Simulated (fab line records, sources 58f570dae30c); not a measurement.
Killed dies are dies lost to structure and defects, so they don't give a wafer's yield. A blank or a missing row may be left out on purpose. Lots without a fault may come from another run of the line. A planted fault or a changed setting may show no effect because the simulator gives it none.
A sampling plan put to the test | flow berkeley_cmos170 | one fab line, 11 faults that these records tell of, each judged on the records of the lots that it struck
The plan is the line's own looks: the steps of the route at which a gauge or an inspection reads the wafer and doesn't change it. A look can be judged if struck wafers have a number there and the file gives its usual mean and standard deviation on fault-free wafers. Caught: at a look after the fault's first step, the mean of the struck wafers lies 4 or more of those standard deviations (sigma) from the usual mean. On the tool: the same test on the tool's own readings at the fault's steps. Another recipe on the struck wafers, or a record that is blank for them alone, also counts as caught.

THE FAULTS, as the simulator had put them in
1. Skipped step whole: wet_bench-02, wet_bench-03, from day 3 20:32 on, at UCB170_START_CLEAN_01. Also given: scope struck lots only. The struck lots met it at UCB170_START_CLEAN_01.
2. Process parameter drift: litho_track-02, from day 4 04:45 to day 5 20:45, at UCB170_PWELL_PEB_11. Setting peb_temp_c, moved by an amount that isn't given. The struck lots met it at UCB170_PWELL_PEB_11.
3. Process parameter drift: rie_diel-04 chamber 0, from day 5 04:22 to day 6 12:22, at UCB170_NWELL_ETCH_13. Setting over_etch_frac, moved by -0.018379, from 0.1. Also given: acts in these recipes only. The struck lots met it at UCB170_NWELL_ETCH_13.
4. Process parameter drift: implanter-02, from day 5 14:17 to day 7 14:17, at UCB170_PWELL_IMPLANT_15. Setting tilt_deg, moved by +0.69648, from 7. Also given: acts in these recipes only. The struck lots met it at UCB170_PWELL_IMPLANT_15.
5. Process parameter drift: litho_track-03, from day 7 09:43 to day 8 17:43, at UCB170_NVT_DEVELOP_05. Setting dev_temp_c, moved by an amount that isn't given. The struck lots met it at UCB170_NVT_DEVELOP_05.
6. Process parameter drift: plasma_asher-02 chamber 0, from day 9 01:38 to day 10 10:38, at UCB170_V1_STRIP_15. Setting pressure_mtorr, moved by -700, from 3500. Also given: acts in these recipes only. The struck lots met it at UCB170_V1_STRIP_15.
7. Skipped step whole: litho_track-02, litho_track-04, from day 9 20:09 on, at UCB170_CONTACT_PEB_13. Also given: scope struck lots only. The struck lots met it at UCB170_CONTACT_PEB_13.
8. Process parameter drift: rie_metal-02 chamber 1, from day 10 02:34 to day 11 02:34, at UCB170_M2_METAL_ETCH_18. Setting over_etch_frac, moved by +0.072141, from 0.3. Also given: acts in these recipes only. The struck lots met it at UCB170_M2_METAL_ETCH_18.
9. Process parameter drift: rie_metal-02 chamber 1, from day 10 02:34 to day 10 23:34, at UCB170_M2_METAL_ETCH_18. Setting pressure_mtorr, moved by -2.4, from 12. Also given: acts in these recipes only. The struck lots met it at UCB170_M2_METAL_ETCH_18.
10. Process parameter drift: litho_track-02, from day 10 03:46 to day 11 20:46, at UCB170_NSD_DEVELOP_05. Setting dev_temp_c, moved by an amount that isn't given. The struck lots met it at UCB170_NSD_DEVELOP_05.
11. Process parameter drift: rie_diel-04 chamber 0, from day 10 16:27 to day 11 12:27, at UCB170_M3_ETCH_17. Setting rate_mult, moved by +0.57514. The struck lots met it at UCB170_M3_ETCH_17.

WHAT THE PLAN SAW
fault | on the tool itself                               | first look that catches it                      | reading, sigma | median hours from its first step to that look | hours from the fault's start to the first struck lot there | judged looks passed uncaught
1     | the tool's record is blank for the struck wafers | no look after it can be judged                  | -              | -                                             | -                                                          | 0
2     | heater_power_total_W +23 sigma                   | none of the 3 looks that can be judged after it | -              | -                                             | -                                                          | 3
3     | under 2 sigma                                    | no look after it can be judged                  | -              | -                                             | -                                                          | 0
4     | tilt_deg +34 sigma                               | not the one look that can be judged after it    | -              | -                                             | -                                                          | 1
5     | developer_temp_C -8.4 sigma                      | not the one look that can be judged after it    | -              | -                                             | -                                                          | 1
6     | chamber_pressure_mTorr -99 or beyond sigma       | no look after it can be judged                  | -              | -                                             | -                                                          | 0
7     | the tool's record is blank for the struck wafers | no look after it can be judged                  | -              | -                                             | -                                                          | 0
8     | only faintly: oes_product_au -3.1 sigma          | not the one look that can be judged after it    | -              | -                                             | -                                                          | 1
9     | chamber_pressure_mTorr -99 or beyond sigma       | no look after it can be judged                  | -              | -                                             | -                                                          | 0
10    | developer_temp_C +23 sigma                       | not the one look that can be judged after it    | -              | -                                             | -                                                          | 1
11    | oes_product_au +18 sigma                         | no look after it can be judged                  | -              | -                                             | -                                                          | 0
A dash: the fault isn't caught, or these records don't give the number.

Caught at a look: 0 of 11. Caught on the tool: 9 of 11. By one or the other: 9 of 11.
Caught on the tool alone: faults 1, 2, 4, 5, 6, 7, 9, 10, 11.
Caught by neither: faults 3, 8.
